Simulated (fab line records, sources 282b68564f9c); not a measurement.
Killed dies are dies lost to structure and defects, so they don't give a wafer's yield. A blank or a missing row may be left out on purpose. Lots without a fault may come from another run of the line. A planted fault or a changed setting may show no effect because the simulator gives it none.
Split-lot experiment | flow rit_cmos | 5 lots, 23 wafers read, on a route of 202 steps

THE SPLIT
At RIT_M1_EXPOSE_06 (exposes mask M12, target cd 2600 nm), the setting dose_mj was moved away from the recipe's 250 on 5 of the 23 wafers read, by -5.3% to -4.5%. The other wafers ran this setting at the recipe's value.

FROM THE SPLIT TO THE READING: what the file shows between them, 2 steps
- RIT_M1_PEB_07
- RIT_M1_DEVELOP_08: develop time 69.88 s

THE READING
cd_nm, in nm, at RIT_M1_CD_MEAS_09 (target cd 2600 nm). Fault-free wafers of this fab line usually give 2600.2 nm, standard deviation 1.8 nm.

wafer  | tool, chamber at the split | dose_mj as run | against the recipe | cd_nm, nm | against lot-mates on the recipe
L075.2 | iline_stepper-02, 0        | 250            | recipe             | 2599.7    | -
L075.3 | iline_stepper-02, 0        | 250            | recipe             | 2598.7    | -
L075.4 | iline_stepper-02, 0        | 250            | recipe             | 2600.8    | -
L075.5 | iline_stepper-02, 0        | 250            | recipe             | 2602.2    | -
L075.6 | iline_stepper-02, 0        | 250            | recipe             | 2600.3    | -
L079.1 | iline_stepper-02, 0        | 250            | recipe             | 2605.3    | -
L079.2 | iline_stepper-02, 0        | 250            | recipe             | 2603.3    | -
L079.3 | iline_stepper-02, 0        | 236.8          | -5.3%              | 2614.6    | +10.3
L079.4 | iline_stepper-02, 0        | 236.8          | -5.3%              | 2618.7    | +14.4
L079.5 | iline_stepper-02, 0        | 236.8          | -5.3%              | 2616.0    | +11.7
L081.2 | iline_stepper-02, 0        | 250            | recipe             | 2594.9    | -
L081.4 | iline_stepper-02, 0        | 250            | recipe             | 2596.5    | -
L081.5 | iline_stepper-02, 0        | 250            | recipe             | 2598.5    | -
L084.1 | iline_stepper-01, 0        | 250            | recipe             | 2601.3    | -
L084.2 | iline_stepper-01, 0        | 250            | recipe             | 2601.9    | -
L084.3 | iline_stepper-01, 0        | 250            | recipe             | 2600.1    | -
L084.5 | iline_stepper-01, 0        | 250            | recipe             | 2600.5    | -
L084.6 | iline_stepper-01, 0        | 250            | recipe             | 2600.8    | -
L085.1 | iline_stepper-01, 0        | 250            | recipe             | 2603.9    | -
L085.2 | iline_stepper-01, 0        | 238.8          | -4.5%              | 2611.4    | +9.7
L085.3 | iline_stepper-01, 0        | 250            | recipe             | 2600.0    | -
L085.4 | iline_stepper-01, 0        | 238.8          | -4.5%              | 2614.4    | +12.7
L085.6 | iline_stepper-01, 0        | 250            | recipe             | 2601.2    | -

THE FIT
A straight line over all 23 wafers: cd_nm changes by -2.93 nm for each +1% of dose_mj; r = -0.94; the points scatter about the line by 2.4 nm.
The same after taking each lot's own level away (the mean of its wafers on the recipe; 23 wafers): -2.36 nm for each +1%; r = -0.97; scatter 1.4 nm.
On that fit, the largest move of dose_mj shifts the reading by 12 nm.
The lots' own levels span 2596.63 to 2604.30 nm, that is 4.3 times the standard deviation above.
So the lot-to-lot level changes the slope: the two fits differ.
Check: with one of the wafers moved furthest among these (-5.3%) left out of the fit, the line predicts +13.1 nm for it against its lot-mates. It came out at +10.3 nm against them.

OTHER SPLITS ON THESE WAFERS
These wafers also went through other splits before the reading. Each is held against what the fit with the lots' levels taken away leaves over:
other split on the same wafers  | wafers away from the commonest value | r with cd_nm (lot level and that fit taken away)
RIT_REOX_OXIDATION_03 temp_c    | 15                                   | +0.03
RIT_PLDD_STRIP_09 o2_flow_sccm  | 5                                    | -0.10
RIT_SPACER_CVD_03 temp_c        | 15                                   | -0.03
RIT_PSD_COAT_01 spin_rpm        | 7                                    | -0.13
RIT_SILICIDE_WET_ETCH_00 time_s | 18                                   | -0.08
RIT_CONTACT_CVD_00 time_s       | 4                                    | -0.03
RIT_M1_COAT_04 spin_rpm         | 5                                    | -0.47

THE WHOLE CHAIN: every reading that the file lists as answering this split, in the file's order
step              | what it does         | reading                                                   | change (the file's fit)              | r (the file's)
RIT_M1_DEVELOP_08 | develop time 69.88 s | M1.cd_nm (the simulator's own value, which no gauge read) | -2.37 nm for each +1% of the setting | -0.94
RIT_M1_CD_MEAS_09 | target cd 2600 nm    | cd_nm                                                     | -2.38 nm for each +1% of the setting | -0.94

THE FILE'S OWN FIT
cd_nm changes by -2.38 nm for each +1% of dose_mj, r = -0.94.
